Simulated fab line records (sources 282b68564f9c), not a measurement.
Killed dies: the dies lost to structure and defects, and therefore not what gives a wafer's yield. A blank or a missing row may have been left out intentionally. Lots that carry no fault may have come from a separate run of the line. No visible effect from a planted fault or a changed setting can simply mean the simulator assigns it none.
Problem report in the 8D (eight disciplines) form, filled by code / flow rit-cmos / the parts of the form that need people (team, actions taken, sign-off) are left out

1. WHAT IS WRONG
rf-fwd-power-W at RIT_ACTIVE_ETCH_13 reads a mean of 174.2 W on 2 wafers of 2 lots; wafers without a fault read 124.5 W with a standard deviation of 0.41. That is +99 or more standard deviations from the usual mean.
The step: etches Si3N4 in SF6, stops on SiO2, time 210 s, target depth 210 nm.
First seen on wafer L908.4, day 4 09:08, on rie-diel-02. The record has a number at this step for 42 wafers belonging to 14 lots. The rule behind "out" and "out of limits": a value lying over 4 standard deviations away from the usual mean. Any other wafer with a number is counted as sound.

2. WHAT IT IS, WHAT IT ISN'T
question=which readings at this step | is=rf-fwd-power-W | is not=SF6_flow_sccm, drypump-motor-current-A, oes-product-au, throttle-valve-pct
question=which lots | is=L908, L912 | is not=L895, L896, L898, L899, L900, L901, L902, L903, L909, L911, L915, L916
question=which wafers of those lots | is=L908.4, L912.1 | is not=L908.1, L908.2, L912.2, L912.5
question=read on which tools | is=rie-diel-02 | is not=rie-diel-03, rie-diel-04
question=when | is=from day 4 09:08 | is not=up to then (26 sound wafers); but 14 sound wafers of L909, L911, L912, L915, L916 came after

3. SUSPECTS, AND WHAT RULES EACH OUT
Counting: a tool at a process step up to the reading stays a suspect if it ran every lot that is out. Sound lots after the first of them don't rule it out here, since some wafers of a struck lot are sound.
- rie-diel-02 at RIT_ACTIVE_ETCH_13 (etches Si3N4 in SF6, stops on SiO2, time 210 s, target depth 210 nm): kept. It processed each lot that is out (first: L908, day 4 09:08); up to then, its last sound lot is L902 (day 3 02:56). Its own rf-fwd-power-W readings are out on those wafers.
- rie-diel-02, RIT_ACTIVE_ETCH_13: wafers that are out in chamber 0, sound lot-mates in chambers 2, 3.
After counting, what remains is rie-diel-02 at RIT_ACTIVE_ETCH_13.

4. THE CAUSE (what the simulator had put in)
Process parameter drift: rie-diel-02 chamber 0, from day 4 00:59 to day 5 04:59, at RIT_ACTIVE_ETCH_13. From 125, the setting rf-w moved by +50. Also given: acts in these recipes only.
Only this tool survived the counting.

5. THE EFFECT CHAIN, in route order
One row per reading whose mean, taken over the struck wafers that have a number, lies over 3 standard deviations from the usual. Only readings whose record carries a usual standard deviation are examined. hours: median over the lots of the time between each lot's start at the first step of this table that gives one and its start at this step. sigmas: the change, counted in usual standard deviations.
hours=0; step=RIT_ACTIVE_ETCH_13; reading=rf-fwd-power-W; usual=124.5 W; on struck wafers=174.2; change=+49.7; sigmas=+99 or more
Its process steps:
- RIT_ACTIVE_ETCH_13: etches Si3N4 in SF6, stops on SiO2, time 210 s, target depth 210 nm.

6. HOW IT WOULD HAVE BEEN CAUGHT EARLIER
In this record no reading fell out of limits until day 4 09:08, 8 hours after the fault had begun at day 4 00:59.
